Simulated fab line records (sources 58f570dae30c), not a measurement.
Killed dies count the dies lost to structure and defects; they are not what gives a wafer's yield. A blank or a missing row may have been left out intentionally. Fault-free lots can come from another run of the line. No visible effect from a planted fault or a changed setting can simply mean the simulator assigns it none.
Split-lot study    flow berkeley-cmos170    23 wafers read from 5 lots, route of 331 steps

## ABOUT THE SPLIT
At UCB170_PSD_PEB_04, the setting peb-temp-c was moved away from the recipe's 130 C on 5 of the 23 wafers read, by +2.2% to +2.7%. This setting was run at the recipe's value on the other wafers.

## THE PATH FROM SPLIT TO READING: the file shows 1 step between them
- UCB170_PSD_DEVELOP_05: develop time 45 s

## THE READING
Shown in nm: cd-nm at UCB170_PSD_CD_MEAS_06, with target cd 1200 nm. A value of 1200.6 nm with a standard deviation of 1.5 nm is what fault-free wafers of this fab line usually give.

wafer   tool, chamber at the split  peb-temp-c as run, C  against the recipe  cd-nm, nm  against lot-mates on the recipe
L077.1  litho-track-01, 0           130                   recipe              1200.0     -
L077.4  litho-track-01, 0           130                   recipe              1201.5     -
L077.5  litho-track-01, 0           130                   recipe              1200.9     -
L079.2  litho-track-02, 0           133.5                 +2.7%               1222.5     +20.5
L079.3  litho-track-02, 0           130                   recipe              1202.5     -
L079.4  litho-track-02, 0           130                   recipe              1201.4     -
L079.5  litho-track-02, 0           133.5                 +2.7%               1222.9     +21.0
L079.6  litho-track-02, 0           133.5                 +2.7%               1222.0     +20.0
L084.1  litho-track-01, 0           130                   recipe              1203.4     -
L084.2  litho-track-01, 0           130                   recipe              1201.3     -
L084.3  litho-track-01, 0           130                   recipe              1202.3     -
L084.5  litho-track-01, 0           130                   recipe              1202.2     -
L084.6  litho-track-01, 0           130                   recipe              1202.1     -
L081.1  litho-track-04, 0           130                   recipe              1201.1     -
L081.2  litho-track-04, 0           130                   recipe              1200.4     -
L081.4  litho-track-04, 0           132.9                 +2.2%               1219.9     +19.1
L081.5  litho-track-04, 0           132.9                 +2.2%               1218.6     +17.8
L081.6  litho-track-04, 0           130                   recipe              1201.0     -
L085.1  litho-track-02, 0           130                   recipe              1199.2     -
L085.3  litho-track-02, 0           130                   recipe              1198.6     -
L085.4  litho-track-02, 0           130                   recipe              1199.0     -
L085.5  litho-track-02, 0           130                   recipe              1200.2     -
L085.6  litho-track-02, 0           130                   recipe              1199.5     -

THE FIT
A straight line over all 23 wafers: cd-nm changes by +8.07 nm for each +1% of peb-temp-c; r = +0.99; the points scatter about the line by 1.2 nm.
The same after taking each lot's own level away (the mean of its wafers on the recipe; 23 wafers): +7.81 nm for each +1%; r = +1.00; scatter 0.68 nm.
Per that fit: largest peb-temp-c move, reading shift of 21 nm.
Measured against the standard deviation above, the lots' own levels, which go from 1199.30 to 1202.26 nm, span 2.0 times it.
So the lot-to-lot level changes the slope little: the two slopes agree.
Check: with one of the wafers moved furthest among these (+2.7%) left out of the fit, the line predicts +21.2 nm for it against its lot-mates. It came out at +20.5 nm against them.

## FURTHER SPLITS ON THESE WAFERS
These wafers also went through other splits before the reading. Each is held against what the fit with the lots' levels taken away leaves over:
other split on the same wafers     wafers away from the commonest value  r with cd-nm (lot level and that fit taken away)
UCB170_PLDD_COAT_01 resist-thk-nm  9                                     -0.11
UCB170_PLDD_DEVELOP_05 dev-temp-c  10                                    +0.03

## THE FILE'S OWN FIT
cd-nm changes by +7.87 nm for each +1% of peb-temp-c, r = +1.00.
